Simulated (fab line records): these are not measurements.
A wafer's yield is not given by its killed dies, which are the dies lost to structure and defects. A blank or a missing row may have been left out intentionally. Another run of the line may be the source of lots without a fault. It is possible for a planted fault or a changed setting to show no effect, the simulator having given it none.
Chamber matching / flow ritCmos / RIT_GATE_ETCH_19 on rieSi-02: 4 sister chambers
The step etches poly-Si in SF6/CHF3/O2, stops on SiO2, time 165 s, target depth 312.5 nm. 8 wafers are shown with their chamber, then 6 later ones without.

EACH WAFER AND ITS CHAMBER
wafer=L266.6; chamber=0; throttleValvePct (%)=10.50; SF6_flow_sccm (sccm)=30.11
wafer=L268.5; chamber=0; throttleValvePct (%)=10.48; SF6_flow_sccm (sccm)=29.99
wafer=L280.3; chamber=1; throttleValvePct (%)=10.22; SF6_flow_sccm (sccm)=29.98
wafer=L280.6; chamber=3; throttleValvePct (%)=10.24; SF6_flow_sccm (sccm)=30.02
wafer=L282.1; chamber=1; throttleValvePct (%)=10.21; SF6_flow_sccm (sccm)=29.96
wafer=L282.6; chamber=3; throttleValvePct (%)=10.25; SF6_flow_sccm (sccm)=30.03
wafer=L284.2; chamber=2; throttleValvePct (%)=10.12; SF6_flow_sccm (sccm)=29.95
wafer=L284.5; chamber=2; throttleValvePct (%)=10.13; SF6_flow_sccm (sccm)=29.90

WAFERS WHOSE CHAMBER IS MISSING
wafer=L286.3; throttleValvePct (%)=10.13; SF6_flow_sccm (sccm)=29.85
wafer=L286.4; throttleValvePct (%)=10.23; SF6_flow_sccm (sccm)=30.11
wafer=L286.5; throttleValvePct (%)=10.48; SF6_flow_sccm (sccm)=29.83
wafer=L288.3; throttleValvePct (%)=10.22; SF6_flow_sccm (sccm)=30.12
wafer=L288.5; throttleValvePct (%)=10.11; SF6_flow_sccm (sccm)=29.97
wafer=L288.6; throttleValvePct (%)=10.22; SF6_flow_sccm (sccm)=30.11

EACH ONE'S CHAMBER
wafer=L286.3; from the rows above=2; in truth=2
wafer=L286.4; from the rows above=can't be placed: 3 or 1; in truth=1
wafer=L286.5; from the rows above=0; in truth=0
wafer=L288.3; from the rows above=can't be placed: 1 or 3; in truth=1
wafer=L288.5; from the rows above=2; in truth=2
wafer=L288.6; from the rows above=can't be placed: 1 or 3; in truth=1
Correctly placed: 3 of 6. These rows do not allow placing 3 (true chamber among the candidates in 3). Wrongly placed: 0.
How it was worked out, from the rows above alone: a wafer's distance from a chamber is the root of the sum, over the readings, of the square of ((its reading less the chamber's mean) divided by the reading's scatter). The wafer belongs to the nearest chamber; if the next one is less than 2 further off, it can't be placed. A chamber's mean is the mean of its shown wafers. The scatter is the square root of a quotient: the sum, over the shown wafers, of each reading's squared deviation from its chamber's mean, divided by wafers minus chambers.
